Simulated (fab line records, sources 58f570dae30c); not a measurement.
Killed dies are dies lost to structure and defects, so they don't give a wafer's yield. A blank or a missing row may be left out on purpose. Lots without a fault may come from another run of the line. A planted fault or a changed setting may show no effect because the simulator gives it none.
Chamber matching | flow berkeley_cmos170 | UCB170_V2_CMP_02 on cmp-01: 4 sister chambers
The step polishes SiO2. 16 wafers are shown with their chamber, then 8 later ones without.

WAFERS WITH THEIR CHAMBER
wafer  | chamber | motor_current_A (A) | slurry_filter_dp_kPa (kPa)
L649.1 | 1       | 15.1                | 13.37
L649.3 | 3       | 14.0                | 13.46
L649.6 | 3       | 14.3                | 13.52
L655.3 | 1       | 15.2                | 13.57
L655.4 | 0       | 17.1                | 13.32
L655.6 | 0       | 16.9                | 13.52
L662.3 | 0       | 17.3                | 13.34
L662.5 | 1       | 16.0                | 13.48
L662.6 | 2       | 14.5                | 13.65
L664.3 | 0       | 17.0                | 13.62
L664.4 | 3       | 13.7                | 13.53
L664.6 | 1       | 15.8                | 13.52
L665.1 | 1       | 15.4                | 13.41
L665.3 | 3       | 14.3                | 13.37
L665.4 | 0       | 17.5                | 13.35
L667.3 | 1       | 15.5                | 13.36

SIGNATURES (means of the wafers above)
reading              | chamber 0 | chamber 1 | chamber 2 | chamber 3 | scatter within a chamber
motor_current_A      | 17.160    | 15.500    | 14.500    | 14.075    | 0.3
slurry_filter_dp_kPa | 13.4300   | 13.4517   | 13.6500   | 13.4700   | 0.101
Rule: a wafer's distance from a chamber is the root of the sum, over the readings, of the square of ((its reading less the chamber's mean) divided by the reading's scatter). The wafer belongs to the nearest chamber; if the next one is less than 2 further off, it can't be placed. The scatter: the root of (the sum of the squares of (reading less its chamber's mean) over the shown wafers, divided by (wafers less chambers)).

WAFERS WITHOUT THEIR CHAMBER
wafer  | motor_current_A (A) | slurry_filter_dp_kPa (kPa)
L667.4 | 12.9                | 13.53
L667.5 | 15.6                | 13.54
L666.4 | 14.6                | 13.61
L666.5 | 17.8                | 13.48
L666.6 | 14.0                | 13.42
L670.2 | 13.3                | 13.55
L670.3 | 15.8                | 13.70
L670.6 | 13.9                | 13.55

WHICH CHAMBER EACH WENT THROUGH
wafer  | from the rows above     | in truth
L667.4 | can't be placed: 3 or 2 | 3
L667.5 | 1                       | 1
L666.4 | can't be placed: 2 or 3 | 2
L666.5 | 0                       | 0
L666.6 | 3                       | 3
L670.2 | can't be placed: 3 or 2 | 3
L670.3 | can't be placed: 1 or 2 | 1
L670.6 | can't be placed: 3 or 2 | 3
Placed correctly: 3 of 8. Can't be placed from these rows: 5 (the true chamber is among the candidates in 5). Placed wrongly: 0.
